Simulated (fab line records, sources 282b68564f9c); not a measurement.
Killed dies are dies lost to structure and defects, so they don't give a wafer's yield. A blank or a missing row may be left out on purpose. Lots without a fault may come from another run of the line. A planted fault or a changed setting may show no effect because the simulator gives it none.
Which tool did it? | flow rit_cmos | 7 lots, 21 wafers sampled, at 2 steps of a route of 202

WHAT THE GAUGES READ, wafer by wafer
RIT_WELLDRIVE_RS_MEAS_01: measures by four-point-probe.
lot  | measured    | on            | NWELL_RS (ohm/sq)
L573 | day 2 15:52 | film_metro-03 | 274.4 275.3 274.7
L575 | day 3 01:55 | film_metro-03 | 275.9 275.7 276.3
L577 | day 3 11:57 | film_metro-03 | 276.5 275.8 274.9
L580 | day 4 02:22 | film_metro-03 | 274.6 275.5 275.3
L582 | day 4 13:38 | film_metro-03 | 274.6 275.4 275.8
L586 | day 5 07:51 | film_metro-04 | 266.8 266.8 267.7
L589 | day 6 00:41 | film_metro-02 | 265.8 267.0 266.9

WHICH TOOL RAN EACH LOT (tool, then ch and the chambers of the sampled wafers, then the start)
lot  | RIT_NWELL_IMPLANT_08
L573 | implanter-03 ch 0, day 2 08:46
L575 | implanter-01 ch 0, day 2 18:24
L577 | implanter-02 ch 0, day 3 03:50
L580 | implanter-02 ch 0, day 3 19:13
L582 | implanter-01 ch 0, day 4 06:29
L586 | implanter-03 ch 0, day 5 00:41
L589 | implanter-03 ch 0, day 5 17:40
- RIT_NWELL_IMPLANT_08

THE ANSWER, worked out from the rows above alone
Rule: what is usual is taken from the lots themselves. Put in order of their means at a reading, lots are off if they are a third of the lots or fewer, leave a main group of 4 or more, and stand apart from it by a gap of 3 or more times the standard deviation of the main group's means; of several such gaps the widest counts. A main group whose means are all the same, to the digits that the tables above print for the reading, isn't used. A lot without any number at a reading at which 4 lots or more have one is off too. The other lots that the step has rows for count as sound.
Off: L586, L589, at RIT_WELLDRIVE_RS_MEAS_01 (NWELL_RS). The main group: mean 275.4 ohm/sq, standard deviation 0.42.
A tool fits if, at a process step before that reading, it ran every lot that is off, and no sound lot after the first of them. The gauges at RIT_WELLDRIVE_RS_MEAS_01 are tried like those tools. One fits: implanter-03 at RIT_NWELL_IMPLANT_08. Its last sound lot is L573 (day 2 08:46), its first lot that is off L586 (day 5 00:41): a fault that began between those two fits.

WHAT THE SIMULATOR HAD PUT IN
Process parameter drift: implanter-03, from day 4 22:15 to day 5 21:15, at RIT_NWELL_IMPLANT_08. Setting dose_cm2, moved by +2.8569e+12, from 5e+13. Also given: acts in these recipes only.
Lots struck among those shown: L586, L589. The rule above found the same.
